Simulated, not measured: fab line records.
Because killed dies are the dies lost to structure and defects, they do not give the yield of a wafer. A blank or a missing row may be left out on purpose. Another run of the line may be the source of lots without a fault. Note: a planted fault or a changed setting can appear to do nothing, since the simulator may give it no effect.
Lot-split experiment :: flow rit-cmos :: 23 wafers read across 5 lots, on a route 202 steps long

## THE SPLIT
At RIT_NWELL_IMPLANT_08, the setting dose-cm2 was moved away from the recipe's 5e+13 on 7 of the 23 wafers read, by -7.5% to +6.2%. The other wafers ran this setting at the recipe's value.

## FROM THE SPLIT TO THE READING: what the file shows between them, 6 steps
- RIT_NWELL_STRIP_09: strips in O2, time 180 s
- RIT_NWELL_TW_MEAS_10
- RIT_PWELL_COAT_01: resist thk 1300 nm (also split here: resist-thk-nm)
- RIT_PWELL_DEVELOP_05: develop time 68 s (also split here: dev-temp-c)
- RIT_PWELL_HARDBAKE_07: time 120 s
- RIT_WELLDRIVE_ANNEAL_00: time 14700 s

## THE READING
NWELL_RS (ohm/sq), read at RIT_WELLDRIVE_RS_MEAS_01 with a four-point probe. On this fab line, fault-free wafers typically give 275.3 ohm/sq with a standard deviation of 0.67 ohm/sq.

wafer: L077.1
tool, chamber at the split: implanter-03, 0
dose-cm2 as run: 5e+13
against the recipe: recipe
NWELL_RS, ohm/sq: 276.8
against lot-mates on the recipe: -

wafer: L077.2
tool, chamber at the split: implanter-03, 0
dose-cm2 as run: 4.626e+13
against the recipe: -7.5%
NWELL_RS, ohm/sq: 290.3
against lot-mates on the recipe: +13.6

wafer: L077.3
tool, chamber at the split: implanter-03, 0
dose-cm2 as run: 4.626e+13
against the recipe: -7.5%
NWELL_RS, ohm/sq: 289.9
against lot-mates on the recipe: +13.1

wafer: L077.4
tool, chamber at the split: implanter-03, 0
dose-cm2 as run: 4.626e+13
against the recipe: -7.5%
NWELL_RS, ohm/sq: 290.3
against lot-mates on the recipe: +13.6

wafer: L077.6
tool, chamber at the split: implanter-03, 0
dose-cm2 as run: 5e+13
against the recipe: recipe
NWELL_RS, ohm/sq: 276.7
against lot-mates on the recipe: -

wafer: L081.2
tool, chamber at the split: implanter-03, 0
dose-cm2 as run: 5e+13
against the recipe: recipe
NWELL_RS, ohm/sq: 276.5
against lot-mates on the recipe: -

wafer: L081.3
tool, chamber at the split: implanter-03, 0
dose-cm2 as run: 5e+13
against the recipe: recipe
NWELL_RS, ohm/sq: 275.6
against lot-mates on the recipe: -

wafer: L081.4
tool, chamber at the split: implanter-03, 0
dose-cm2 as run: 5e+13
against the recipe: recipe
NWELL_RS, ohm/sq: 276.1
against lot-mates on the recipe: -

wafer: L081.5
tool, chamber at the split: implanter-03, 0
dose-cm2 as run: 5e+13
against the recipe: recipe
NWELL_RS, ohm/sq: 275.2
against lot-mates on the recipe: -

wafer: L081.6
tool, chamber at the split: implanter-03, 0
dose-cm2 as run: 5e+13
against the recipe: recipe
NWELL_RS, ohm/sq: 276.8
against lot-mates on the recipe: -

wafer: L082.1
tool, chamber at the split: implanter-03, 0
dose-cm2 as run: 5e+13
against the recipe: recipe
NWELL_RS, ohm/sq: 275.7
against lot-mates on the recipe: -

wafer: L082.2
tool, chamber at the split: implanter-03, 0
dose-cm2 as run: 5.308e+13
against the recipe: +6.2%
NWELL_RS, ohm/sq: 265.3
against lot-mates on the recipe: -10.0

wafer: L082.3
tool, chamber at the split: implanter-03, 0
dose-cm2 as run: 5.308e+13
against the recipe: +6.2%
NWELL_RS, ohm/sq: 265.4
against lot-mates on the recipe: -9.9

wafer: L082.4
tool, chamber at the split: implanter-03, 0
dose-cm2 as run: 5e+13
against the recipe: recipe
NWELL_RS, ohm/sq: 275.1
against lot-mates on the recipe: -

wafer: L082.5
tool, chamber at the split: implanter-03, 0
dose-cm2 as run: 5e+13
against the recipe: recipe
NWELL_RS, ohm/sq: 275.2
against lot-mates on the recipe: -

wafer: L084.1
tool, chamber at the split: implanter-02, 0
dose-cm2 as run: 4.872e+13
against the recipe: -2.6%
NWELL_RS, ohm/sq: 278.6
against lot-mates on the recipe: +4.1

wafer: L084.2
tool, chamber at the split: implanter-02, 0
dose-cm2 as run: 5e+13
against the recipe: recipe
NWELL_RS, ohm/sq: 274.9
against lot-mates on the recipe: -

wafer: L084.3
tool, chamber at the split: implanter-02, 0
dose-cm2 as run: 5e+13
against the recipe: recipe
NWELL_RS, ohm/sq: 274.1
against lot-mates on the recipe: -

wafer: L084.5
tool, chamber at the split: implanter-02, 0
dose-cm2 as run: 4.872e+13
against the recipe: -2.6%
NWELL_RS, ohm/sq: 279.5
against lot-mates on the recipe: +5.0

wafer: L084.6
tool, chamber at the split: implanter-02, 0
dose-cm2 as run: 5e+13
against the recipe: recipe
NWELL_RS, ohm/sq: 274.5
against lot-mates on the recipe: -

wafer: L085.1
tool, chamber at the split: implanter-03, 0
dose-cm2 as run: 5e+13
against the recipe: recipe
NWELL_RS, ohm/sq: 274.9
against lot-mates on the recipe: -

wafer: L085.2
tool, chamber at the split: implanter-03, 0
dose-cm2 as run: 5e+13
against the recipe: recipe
NWELL_RS, ohm/sq: 275.7
against lot-mates on the recipe: -

wafer: L085.4
tool, chamber at the split: implanter-03, 0
dose-cm2 as run: 5e+13
against the recipe: recipe
NWELL_RS, ohm/sq: 275.7
against lot-mates on the recipe: -

THE FIT
A straight line over all 23 wafers: NWELL_RS changes by -1.83 ohm/sq for each +1% of dose-cm2; r = -0.99; the points scatter about the line by 0.92 ohm/sq.
The same after taking each lot's own level away (the mean of its wafers on the recipe; 23 wafers): -1.73 ohm/sq for each +1%; r = -1.00; scatter 0.46 ohm/sq.
That fit puts the effect of the largest move of dose-cm2 on the reading at 13 ohm/sq.
The lots' own levels span 274.50 to 276.75 ohm/sq, that is 3.4 times the standard deviation above.
The two slopes are in agreement: the lot-to-lot level therefore moves the slope only a little.
Check: for one of the wafers moved furthest among these (-7.5%), held out of the fit, the line's prediction against its lot-mates is +13 ohm/sq. It came out at +13.6 ohm/sq against them.

## THESE WAFERS: OTHER SPLITS
These wafers also went through other splits before the reading. Each is held against what the fit with the lots' levels taken away leaves over:
other split on the same wafers: RIT_ACTIVE_DEVELOP_10 develop-time-s
wafers away from the commonest value: 9
r with NWELL_RS (lot level and that fit taken away): -0.43

other split on the same wafers: RIT_PWELL_COAT_01 resist-thk-nm
wafers away from the commonest value: 7
r with NWELL_RS (lot level and that fit taken away): -0.25

other split on the same wafers: RIT_PWELL_DEVELOP_05 dev-temp-c
wafers away from the commonest value: 3
r with NWELL_RS (lot level and that fit taken away): +0.47

## THE WHOLE CHAIN: every reading that the file lists as answering this split, in the file's order
step: RIT_NWELL_TW_MEAS_10
what it does: 
reading: NWELL_TW
change (the file's fit): +7.56 for each +1% of the setting
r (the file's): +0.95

step: RIT_WELLDRIVE_RS_MEAS_01
what it does: measures by four-point-probe
reading: NWELL_RS
change (the file's fit): -1.73 for each +1% of the setting
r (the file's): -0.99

step: RIT_M1_PROBE_99
what it does: 
reading: etest.nwell-pinched.rs-ohm-sq (the simulator's own value, which no gauge read)
change (the file's fit): -2.53 for each +1% of the setting
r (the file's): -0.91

step: RIT_M1_PROBE_99
what it does: 
reading: etest.well-edge-left.line-ohm-um (the simulator's own value, which no gauge read)
change (the file's fit): -1.21 for each +1% of the setting
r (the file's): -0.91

step: RIT_M1_PROBE_99
what it does: 
reading: etest.well-edge-right.line-ohm-um (the simulator's own value, which no gauge read)
change (the file's fit): -1.34 for each +1% of the setting
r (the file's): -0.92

## THE FILE'S OWN FIT
NWELL_RS changes by -1.73 ohm/sq for each +1% of dose-cm2, r = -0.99.
